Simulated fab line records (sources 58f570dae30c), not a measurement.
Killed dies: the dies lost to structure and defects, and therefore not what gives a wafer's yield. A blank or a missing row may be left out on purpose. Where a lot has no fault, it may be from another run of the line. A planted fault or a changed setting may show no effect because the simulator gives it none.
fab line records	flow berkeley-cmos170	part 1 of 2: steps 1 to 24 of 36
record lots=5	wafers=15	last-day=12
route steps=331 shown NWELL@27 PWELL@34 WELLDRIVE@55 ACTIVE@60
lots with no fault: from the same line, run without faults
start-h: start of the lot's first displayed wafer, in hours after the record's first day	wait-h: hours since the lot's step before	" unchanged from the row above	L1.1+2: a row that stands for several wafers	- no value, or no start given	* or withheld: withheld	< > ~ a bound
route shown NAME@n: NAME is a module with steps in the file, n the number in the route of the first one	usual: mean and standard deviation over wafers with no fault	same: alike in all rows	chamber/n: place in a boat	sites: the reading at each site	_std_site: the values' standard deviation	_edge_site: outer sites' mean less inner sites'	radius-mm: for every site, how far away it sits from the centre of the wafer	mask NAME#n: copy n	behind: the most recent tool/chamber to have shaped the wafer	hold: why the lot went on hold/how many hours it stayed there/how the hold came to an end	device: transistor that didn't switch, given as n, p or np	end of line: the tests these same wafers got at the end of their route	a step with no rows: only its recipe	killed: dies lost to structure and defects at the first sort, not the wafer's yield	map: a wafer's dies, marking killed ones x, the rest . and places with no die _
set.NAME: the setting that was run; set.NAME@STEP: the one run at that earlier step	model.NAME: the simulator's own value behind a step, which no gauge read
lots seen at some steps along the route; tables by step, rows by wafer
services: from which hour (start-h, from the record's first day; less than 0 if before it) a tool's chamber was out of use, for how many hours, and why
## steps
# step UCB170_NWELL_ETCH_13
# recipe chemistry=CH3F/Ar/O2	target=Si3N4	stop-on=SiO2	CH3F_flow_sccm=20	Ar_flow_sccm=50	O2_flow_sccm=7	pressure-mtorr=50	rf-w=450	target-depth-a=2464	over-etch-frac=0.1	time-s=154
# usual CH3F_flow_sccm=19.99/0.063	drypump-motor-current-A=5.8/0.43	oes-product-au=0.939/0.0092	throttle-valve-pct=8.02/0.092
lot.wafer	tool	chamber	start-h	wait-h	CH3F_flow_sccm	drypump-motor-current-A	oes-product-au	rf-hours-counter-h	throttle-valve-pct
L078.1	rie-diel-02	1	47.98	0.0	20.01	5.2	0.951	1	8.11
L078.2	"	0	"	"	20.03	6.3	0.931	139	7.95
L078.5	"	1	"	"	19.99	5.2	0.959	-	8.10
L086.1	rie-diel-02	2	90.71	0.0	19.86	6.6	0.940	47	7.99
L086.3	"	0	"	"	20.03	6.3	0.929	141	7.97
L086.5	"	2	"	"	19.95	6.7	0.935	-	8.02
L091.1	rie-diel-01	0	117.15	0.0	19.95	5.8	0.923	115	8.16
L091.4	"	1	"	"	19.97	5.4	0.913	7	7.84
L091.6	"	2	"	"	20.02	6.0	0.936	-	7.98
L094.1	rie-diel-01	2	137.98	0.0	19.96	6.0	0.946	72	7.96
L094.4	"	1	"	"	20.12	5.4	0.927	8	7.86
L094.6	"	0	"	"	19.93	5.8	0.941	-	8.16
L096.3	rie-diel-03	3	146.26	0.0	19.92	5.4	0.938	13	7.95
L096.4	"	1	"	"	19.95	5.6	0.943	71	8.18
L096.6	"	1	"	"	19.88	5.6	0.932	-	8.20
# step UCB170_NWELL_IMPLANT_14
# recipe species=P	dose-cm2=1e+13	energy-kev=150	tilt-deg=7
# usual dose-ions-cm2=1e+13/1.2e+10	end-station-pressure-torr=5.02e-06/2.8e-07
lot.wafer	tool	chamber	start-h	wait-h	dose-ions-cm2	end-station-pressure-torr
L078.1	implanter-04	0	48.09	0.1	9.997e+12	4.93e-06
L078.2	"	0	"	"	9.996e+12	5.19e-06
L078.5	"	0	"	"	9.989e+12	5.24e-06
L086.1	implanter-04	0	90.82	0.1	1.0012e+13	5.13e-06
L086.3	"	0	"	"	1.0003e+13	4.97e-06
L086.5	"	0	"	"	1.0004e+13	4.99e-06
L091.1	implanter-03	0	117.25	0.1	1.0006e+13	4.53e-06
L091.4	"	0	"	"	1.0013e+13	4.79e-06
L091.6	"	0	"	"	1.0007e+13	4.91e-06
L094.1	implanter-04	0	138.08	0.1	1.0021e+13	5.4e-06
L094.4	"	0	"	"	1.0006e+13	5.19e-06
L094.6	"	0	"	"	1.0001e+13	4.84e-06
L096.3	implanter-02	0	146.41	0.1	9.993e+12	5.1e-06
L096.4	"	0	"	"	9.995e+12	5.21e-06
L096.6	"	0	"	"	1.0001e+13	4.73e-06
# step UCB170_NWELL_STRIP_15
# recipe chemistry=O2	power-w=400	pressure-mtorr=3500	platen-temp-c=withheld	o2-flow-sccm=400	overash-fraction=0.5
# usual drypump-motor-current-A=5.5/0.5	oes-product-au=0.720/0.0044	strip-time-to-endpoint-s=18.04/0.075
lot.wafer	tool	chamber	start-h	wait-h	drypump-motor-current-A	oes-product-au	rf-hours-counter-h	strip-time-to-endpoint-s
L078.1	plasma-asher-02	0	48.24	0.1	4.9	0.720	32	18.06
L078.2	"	1	"	"	5.7	0.725	32	18.02
L078.5	"	0	"	"	4.9	0.716	-	17.98
L086.1	plasma-asher-02	1	90.97	0.1	5.7	0.727	36	17.96
L086.3	"	0	"	"	4.9	0.730	-	18.00
L086.5	"	1	"	"	5.7	0.718	-	17.96
L091.1	plasma-asher-02	1	117.40	0.1	5.7	0.720	40	17.98
L091.4	"	1	"	"	5.7	0.721	-	18.15
L091.6	"	1	"	"	5.7	0.718	-	18.06
L094.1	plasma-asher-02	0	138.23	0.1	4.9	0.711	42	18.03
L094.4	"	1	"	"	5.7	0.716	-	17.96
L094.6	"	0	"	"	4.9	0.718	-	17.99
L096.3	plasma-asher-03	1	146.55	0.1	5.3	0.721	-	18.10
L096.4	"	0	"	"	5.2	0.714	-	18.08
L096.6	"	1	"	"	5.3	0.721	-	18.06
# step UCB170_NWELL_TW_MEAS_16
# usual NWELL_TW=1243/12
lot.wafer	tool	chamber	start-h	wait-h	NWELL_TW
L078.1	film-metro-01	-	48.34	0.1	1229
L078.2	"	-	"	"	1231
L078.5	"	-	"	"	1224
L086.1	film-metro-03	-	91.07	0.1	1243
L086.3	"	-	"	"	1241
L086.5	"	-	"	"	1241
L091.1	film-metro-01	-	117.50	0.1	1225
L091.4	"	-	"	"	1228
L091.6	"	-	"	"	1225
L094.1	film-metro-03	-	138.33	0.1	1251
L094.4	"	-	"	"	1248
L094.6	"	-	"	"	1242
L096.3	film-metro-03	-	146.63	0.1	1233
L096.4	"	-	"	"	1239
L096.6	"	-	"	"	1238
# step UCB170_NWELL_CLEAN_17
# recipe chemistry=SPM	temp-c=120	time-s=600
# usual bath-heat-duty-pct=12.5/1
lot.wafer	tool	chamber	start-h	wait-h	bath-heat-duty-pct
L078.1	wet-bench-03	2	48.73	0.4	13.5
L078.2	"	2	"	"	13.1
L078.5	"	2	"	"	13.5
L086.1	wet-bench-01	3	91.16	0.1	12.4
L086.3	"	3	"	"	13.4
L086.5	"	3	"	"	12.1
L091.1	wet-bench-01	3	117.72	0.2	12.3
L091.4	"	3	"	"	12.1
L091.6	"	3	"	"	12.2
L094.1	wet-bench-03	1	138.39	0.1	14.3
L094.4	"	1	"	"	13.9
L094.6	"	1	"	"	14.5
L096.3	wet-bench-02	3	146.67	0.0	11.7
L096.4	"	3	"	"	11.7
L096.6	"	3	"	"	12.0
# step UCB170_NWELL_WET_ETCH_18
# recipe chemistry=H3PO4	target=Si3N4	temp-c=160	time-s=14400
# usual bath-heat-duty-pct=25.0/2.2
lot.wafer	tool	chamber	start-h	wait-h	bath-heat-duty-pct
L078.1	wet-bench-03	1	49.11	0.2	31.0
L078.2	"	1	"	"	28.2
L078.5	"	1	"	"	28.4
L086.1	wet-bench-01	0	91.51	0.2	24.7
L086.3	"	0	"	"	25.7
L086.5	"	0	"	"	24.6
L091.1	wet-bench-01	3	118.10	0.2	27.3
L091.4	"	3	"	"	25.8
L091.6	"	3	"	"	25.2
L094.1	wet-bench-02	1	138.57	0.0	23.6
L094.4	"	1	"	"	22.1
L094.6	"	1	"	"	20.7
L096.3	wet-bench-03	1	146.85	0.0	27.8
L096.4	"	1	"	"	28.5
L096.6	"	1	"	"	29.3
# step UCB170_NWELL_WET_ETCH_19
# recipe chemistry=BOE	dilution=5:1	target=SiO2	temp-c=25	time-s=22
# usual bath-heat-duty-pct=5.7/0.62
lot.wafer	tool	chamber	start-h	wait-h	bath-heat-duty-pct
L078.1	wet-bench-03	0	53.70	0.2	5.2
L078.2	"	0	"	"	4.8
L078.5	"	0	"	"	6.3
L086.1	wet-bench-02	0	95.51	0.0	6.3
L086.3	"	0	"	"	5.6
L086.5	"	0	"	"	6.4
L091.1	wet-bench-02	3	122.47	0.0	6.0
L091.4	"	3	"	"	4.9
L091.6	"	3	"	"	5.4
L094.1	wet-bench-02	3	143.25	0.7	6.2
L094.4	"	3	"	"	5.8
L094.6	"	3	"	"	5.8
L096.3	wet-bench-03	1	151.21	0.3	6.6
L096.4	"	1	"	"	6.1
L096.6	"	1	"	"	6.7
# step UCB170_PWELL_CLEAN_00
# recipe chemistry=SPM	temp-c=120	time-s=600
# usual bath-heat-duty-pct=12.3/0.96
lot.wafer	tool	chamber	start-h	wait-h	bath-heat-duty-pct
L078.1	wet-bench-03	1	53.89	0.2	13.3
L078.2	"	1	"	"	13.0
L078.5	"	1	"	"	13.2
L086.1	wet-bench-01	3	95.53	0.0	12.1
L086.3	"	3	"	"	12.1
L086.5	"	3	"	"	12.7
L091.1	wet-bench-01	3	122.49	0.0	13.3
L091.4	"	3	"	"	13.3
L091.6	"	3	"	"	13.1
L094.1	wet-bench-02	0	143.27	0.0	14.0
L094.4	"	0	"	"	13.3
L094.6	"	0	"	"	13.0
L096.3	wet-bench-02	3	151.25	0.0	12.0
L096.4	"	3	"	"	11.6
L096.6	"	3	"	"	11.6
# step UCB170_PWELL_CLEAN_01
# recipe chemistry=dHF	dilution=25:1	time-s=60
lot.wafer	tool	chamber	start-h	wait-h
L078.1+2+5	wet-bench-03	0	54.09	0.0
L086.1+3+5	wet-bench-02	0	95.70	0.0
L091.1+4+6	wet-bench-02	0	122.68	0.0
L094.1+4+6	wet-bench-02	3	143.44	0.0
L096.3+4+6	wet-bench-02	1	151.42	0.0
# step UCB170_PWELL_OXIDATION_02
# recipe temp-c=1000	ambient=O2	target-thk-a=264	ox-time-s=1260
# usual spike-tc-source-C=1026.8/0.99
lot.wafer	tool	chamber	start-h	wait-h	spike-tc-source-C
L078.1	furnace-04	0	57.23	3.1	1026.9
L078.2	"	0	"	"	1028.2
L078.5	"	0	"	"	1025.8
L086.1	furnace-04	0	98.32	2.6	1026.8
L086.3	"	0	"	"	1026.1
L086.5	"	0	"	"	1027.8
L091.1	furnace-04	0	129.03	6.3	1027.8
L091.4	"	0	"	"	1025.0
L091.6	"	0	"	"	1028.2
L094.1	furnace-04	0	144.38	0.9	1027.3
L094.4	"	0	"	"	1027.8
L094.6	"	0	"	"	1027.5
L096.3	furnace-01	0	154.58	3.1	1026.6
L096.4	"	0	"	"	1026.3
L096.6	"	0	"	"	1026.0
# step UCB170_PWELL_THK_MEAS_03
# recipe reads=SiO2_of_PWELL_OXIDATION_02
# usual PWELL_OXIDE_THK=26.3/0.45
lot.wafer	tool	chamber	start-h	wait-h	PWELL_OXIDE_THK[nm]
L078.1	film-metro-02	-	58.58	0.0	25.9
L078.2	"	-	"	"	25.6
L078.5	"	-	"	"	25.7
L086.1	film-metro-01	-	99.67	0.0	25.7
L086.3	"	-	"	"	26.0
L086.5	"	-	"	"	25.8
L091.1	film-metro-01	-	130.38	0.0	26.7
L091.4	"	-	"	"	27.1
L091.6	"	-	"	"	26.5
L094.1	film-metro-01	-	145.73	0.0	25.8
L094.4	"	-	"	"	26.4
L094.6	"	-	"	"	26.0
L096.3	film-metro-04	-	155.95	0.0	26.7
L096.4	"	-	"	"	26.3
L096.6	"	-	"	"	26.9
# step UCB170_PWELL_ANNEAL_04
# recipe temp-c=1000	time-s=900	ambient=N2
# usual spike-tc-source-C=1026.9/0.92
lot.wafer	tool	chamber	start-h	wait-h	spike-tc-source-C
L078.1	furnace-01	0	60.79	2.2	1026.7
L078.2	"	0	"	"	1027.3
L078.5	"	0	"	"	1027.4
L086.1	furnace-01	0	102.84	3.2	1028.5
L086.3	"	0	"	"	1027.5
L086.5	"	0	"	"	1025.0
L091.1	furnace-04	0	134.22	3.8	1026.6
L091.4	"	0	"	"	1026.8
L091.6	"	0	"	"	1026.3
L094.1	furnace-03	0	147.69	1.9	1026.8
L094.4	"	0	"	"	1026.0
L094.6	"	0	"	"	1027.9
L096.3	furnace-04	0	159.10	3.1	1026.3
L096.4	"	0	"	"	1026.0
L096.6	"	0	"	"	1027.0
# step UCB170_PWELL_CVD_05
# recipe material=Si3N4	target-thk-nm=220	temp-c=800	precursor=SiH2Cl2/NH3	time-s=3300	pressure-mtorr=200	sih2cl2-flow-sccm=25	nh3-flow-sccm=75
# usual spike-tc-source-C=823.8/1.4
lot.wafer	tool	chamber	start-h	wait-h	spike-tc-source-C
L078.1	lpcvd-02	0	63.44	1.4	822.6
L078.2	"	0	"	"	821.1
L078.5	"	0	"	"	821.4
L086.1	lpcvd-01	0	104.09	0.0	823.7
L086.3	"	0	"	"	825.0
L086.5	"	0	"	"	825.9
L091.1	lpcvd-01	0	136.13	0.7	825.1
L091.4	"	0	"	"	824.1
L091.6	"	0	"	"	826.1
L094.1	lpcvd-01	0	148.94	0.0	822.9
L094.4	"	0	"	"	825.5
L094.6	"	0	"	"	822.9
L096.3	lpcvd-02	1	160.89	0.5	823.5
L096.4	"	1	"	"	823.0
L096.6	"	1	"	"	823.7
# step UCB170_PWELL_THK_MEAS_06
# recipe reads=Si3N4_of_PWELL_CVD_05
# usual PWELL_NITRIDE_THK=220.5/1.8
lot.wafer	tool	chamber	start-h	wait-h	PWELL_NITRIDE_THK[nm]
L078.1	film-metro-01	-	65.36	0.0	220.3
L078.2	"	-	"	"	220.3
L078.5	"	-	"	"	222.7
L086.1	film-metro-02	-	106.01	0.0	219.8
L086.3	"	-	"	"	220.0
L086.5	"	-	"	"	221.3
L091.1	film-metro-01	-	138.05	0.0	220.8
L091.4	"	-	"	"	218.6
L091.6	"	-	"	"	220.7
L094.1	film-metro-02	-	150.86	0.0	220.5
L094.4	"	-	"	"	220.6
L094.6	"	-	"	"	219.8
L096.3	film-metro-01	-	163.79	0.0	220.5
L096.4	"	-	"	"	218.3
L096.6	"	-	"	"	219.2
# step UCB170_PWELL_HMDS_07
# recipe prime-time-s=60	prime-temp-c=100
lot.wafer	tool	chamber	start-h	wait-h
L078.1+2+5	litho-track-02	0	65.73	0.4
L086.1+3+5	litho-track-04	0	106.25	0.2
L091.1+4+6	litho-track-04	0	138.15	0.1
L094.1+4+6	litho-track-01	0	150.92	0.1
L096.3+4+6	litho-track-04	0	164.03	0.2
# step UCB170_PWELL_COAT_08
# recipe resist=KrF	spin-rpm=1500	resist-thk-nm=900
lot.wafer	tool	chamber	start-h	wait-h
L078.1+2+5	litho-track-02	0	65.88	0.1
L086.1+3+5	litho-track-04	0	106.40	0.1
L091.1+4+6	litho-track-04	0	138.30	0.1
L094.1+4+6	litho-track-01	0	151.07	0.1
L096.3+4+6	litho-track-04	0	164.18	0.1
# step UCB170_PWELL_SOFTBAKE_09
# recipe resist=KrF	temp-c=130	time-s=60
# usual heater-power-total-W=56.80/0.048
lot.wafer	tool	chamber	start-h	wait-h	heater-power-total-W
L078.1	litho-track-02	0	66.03	0.1	56.77
L078.2	"	0	"	"	56.72
L078.5	"	0	"	"	56.87
L086.1	litho-track-04	0	106.55	0.1	56.81
L086.3	"	0	"	"	56.83
L086.5	"	0	"	"	56.78
L091.1	litho-track-04	0	138.45	0.1	56.80
L091.4	"	0	"	"	56.83
L091.6	"	0	"	"	56.83
L094.1	litho-track-01	0	151.22	0.1	56.74
L094.4	"	0	"	"	56.77
L094.6	"	0	"	"	56.81
L096.3	litho-track-04	0	164.33	0.1	56.77
L096.4	"	0	"	"	56.79
L096.6	"	0	"	"	56.85
# step UCB170_PWELL_EXPOSE_10
# recipe mask-id=PWELL	target-cd-nm=3000	na=0.5	sigma-outer=0.6	source-shape=conventional	dose-mj=19
# same sigma-outer=0.6
lot.wafer	tool	chamber	start-h	wait-h	mask
L078.1+2+5	krf-scanner-02	0	66.18	0.1	PWELL#0
L086.1+3+5	krf-scanner-02	0	106.99	0.4	PWELL#0
L091.1+4+6	krf-scanner-01	0	138.60	0.1	PWELL#0
L094.1+4+6	krf-scanner-01	0	151.37	0.1	PWELL#0
L096.3+4+6	krf-scanner-01	0	164.47	0.1	PWELL#0
# step UCB170_PWELL_PEB_11
# recipe peb-temp-c=130	peb-time-s=withheld	resist=KrF
# usual heater-power-total-W=56.80/0.045
lot.wafer	tool	chamber	start-h	wait-h	heater-power-total-W
L078.1	litho-track-01	0	66.39	0.2	56.85
L078.2	"	0	"	"	56.82
L078.5	"	0	"	"	56.84
L086.1	litho-track-04	0	107.60	0.6	56.79
L086.3	"	0	"	"	56.77
L086.5	"	0	"	"	56.85
L091.1	litho-track-04	0	138.72	0.1	56.84
L091.4	"	0	"	"	56.87
L091.6	"	0	"	"	56.84
L094.1	litho-track-01	0	151.82	0.4	56.76
L094.4	"	0	"	"	56.78
L094.6	"	0	"	"	56.76
L096.3	litho-track-02	0	164.59	0.1	56.75
L096.4	"	0	"	"	56.73
L096.6	"	0	"	"	56.84
# step UCB170_PWELL_DEVELOP_12
# recipe developer=TMAH	develop-time-s=45	resist=KrF	dev-temp-c=21
lot.wafer	tool	chamber	start-h	wait-h
L078.1+2+5	litho-track-01	0	-	-
L086.1+3+5	litho-track-04	0	-	-
L091.1+4+6	litho-track-04	0	-	-
L094.1+4+6	litho-track-01	0	-	-
L096.3+4+6	litho-track-02	0	-	-
# step UCB170_PWELL_OVL_MEAS_13
# usual PWELL_OVL=-4/4.3
lot.wafer	tool	chamber	start-h	wait-h	PWELL_OVL[nm]
L078.1	overlay-01	-	66.67	-	-7
L078.2	"	-	"	"	-2
L078.5	"	-	"	"	-6
L086.1	overlay-02	-	107.88	-	-8
L086.3	"	-	"	"	-4
L086.5	"	-	"	"	-2
L091.1	overlay-01	-	138.99	-	-5
L091.4	"	-	"	"	-4
L091.6	"	-	"	"	-9
L094.1	overlay-01	-	152.09	-	-5
L094.4	"	-	"	"	-7
L094.6	"	-	"	"	-10
L096.3	overlay-02	-	164.83	-	-2
L096.4	"	-	"	"	-5
L096.6	"	-	"	"	-3
# step UCB170_PWELL_ETCH_14
# recipe chemistry=CH3F/Ar/O2	target=Si3N4	stop-on=SiO2	CH3F_flow_sccm=20	Ar_flow_sccm=50	O2_flow_sccm=7	pressure-mtorr=50	rf-w=450	target-depth-a=2420	over-etch-frac=0.1	time-s=151
# usual CH3F_flow_sccm=20.00/0.054	drypump-motor-current-A=5.9/0.43	oes-product-au=0.939/0.0089	throttle-valve-pct=8.06/0.13
lot.wafer	tool	chamber	start-h	wait-h	CH3F_flow_sccm	drypump-motor-current-A	oes-product-au	rf-hours-counter-h	throttle-valve-pct
L078.1	rie-diel-04	2	66.70	0.0	20.00	6.0	0.935	134	8.29
L078.2	"	1	"	"	20.00	5.7	0.939	12	8.20
L078.5	"	3	"	"	20.01	6.3	0.950	-	8.22
L086.1	rie-diel-02	1	107.91	0.0	20.04	5.2	0.941	4	8.11
L086.3	"	0	"	"	20.00	6.3	0.925	142	7.96
L086.5	"	2	"	"	19.90	6.6	0.945	-	8.00
L091.1	rie-diel-04	0	139.03	0.0	20.00	5.9	0.934	43	8.21
L091.4	"	2	"	"	19.99	6.0	0.935	135	8.27
L091.6	"	3	"	"	19.92	6.4	0.954	-	8.23
L094.1	rie-diel-04	2	152.13	0.0	20.09	6.0	0.936	136	8.29
L094.4	"	3	"	"	20.00	6.4	0.949	50	8.22
L094.6	"	0	"	"	20.02	6.0	0.933	-	8.22
L096.3	rie-diel-02	0	164.86	0.0	19.93	6.3	0.934	144	7.94
L096.4	"	1	"	"	19.99	5.2	0.940	7	8.10
L096.6	"	3	"	"	20.00	5.9	0.929	-	7.90
# step UCB170_PWELL_IMPLANT_15
# recipe species=B	dose-cm2=5e+12	energy-kev=60	tilt-deg=7
# usual dose-ions-cm2=5e+12/6e+09	end-station-pressure-torr=5.02e-06/2.7e-07
lot.wafer	tool	chamber	start-h	wait-h	dose-ions-cm2	end-station-pressure-torr
L078.1	implanter-04	0	66.80	0.1	5.002e+12	4.73e-06
L078.2	"	0	"	"	4.995e+12	5.12e-06
L078.5	"	0	"	"	4.995e+12	4.76e-06
L086.1	implanter-01	0	108.01	0.1	4.995e+12	5.22e-06
L086.3	"	0	"	"	5.003e+12	4.94e-06
L086.5	"	0	"	"	5.002e+12	4.97e-06
L091.1	implanter-04	0	139.13	0.1	5.005e+12	5.46e-06
L091.4	"	0	"	"	4.998e+12	4.57e-06
L091.6	"	0	"	"	5e+12	4.92e-06
L094.1	implanter-03	0	152.23	0.1	5.004e+12	4.95e-06
L094.4	"	0	"	"	5.003e+12	4.53e-06
L094.6	"	0	"	"	5.005e+12	5.47e-06
L096.3	implanter-01	0	165.01	0.1	4.993e+12	5.17e-06
L096.4	"	0	"	"	4.992e+12	5.26e-06
L096.6	"	0	"	"	5.002e+12	5.23e-06
# step UCB170_PWELL_STRIP_16
# recipe chemistry=O2	power-w=400	pressure-mtorr=3500	platen-temp-c=withheld	o2-flow-sccm=400	overash-fraction=0.5
# usual drypump-motor-current-A=5.8/0.47	oes-product-au=0.721/0.0047	strip-time-to-endpoint-s=18.09/0.083
lot.wafer	tool	chamber	start-h	wait-h	drypump-motor-current-A	oes-product-au	rf-hours-counter-h	strip-time-to-endpoint-s
L078.1	plasma-asher-02	0	66.95	0.1	5.0	0.712	34	18.13
L078.2	"	1	"	"	5.7	0.717	34	18.15
L078.5	"	0	"	"	4.9	0.720	-	18.16
L086.1	plasma-asher-01	1	108.16	0.1	6.4	0.724	36	18.02
L086.3	"	0	"	"	6.1	0.723	-	18.00
L086.5	"	0	"	"	6.1	0.719	-	17.97
L091.1	plasma-asher-02	0	139.28	0.1	4.9	0.722	42	18.21
L091.4	"	0	"	"	4.9	0.722	-	18.17
L091.6	"	0	"	"	4.9	0.711	-	18.12
L094.1	plasma-asher-04	1	152.38	0.1	5.6	0.728	43	18.28
L094.4	"	1	"	"	5.7	0.724	-	18.23
L094.6	"	1	"	"	5.6	0.728	-	18.29
L096.3	plasma-asher-01	0	165.14	0.1	6.1	0.726	-	18.13
L096.4	"	1	"	"	6.3	0.719	-	18.09
L096.6	"	0	"	"	6.1	0.724	-	18.06
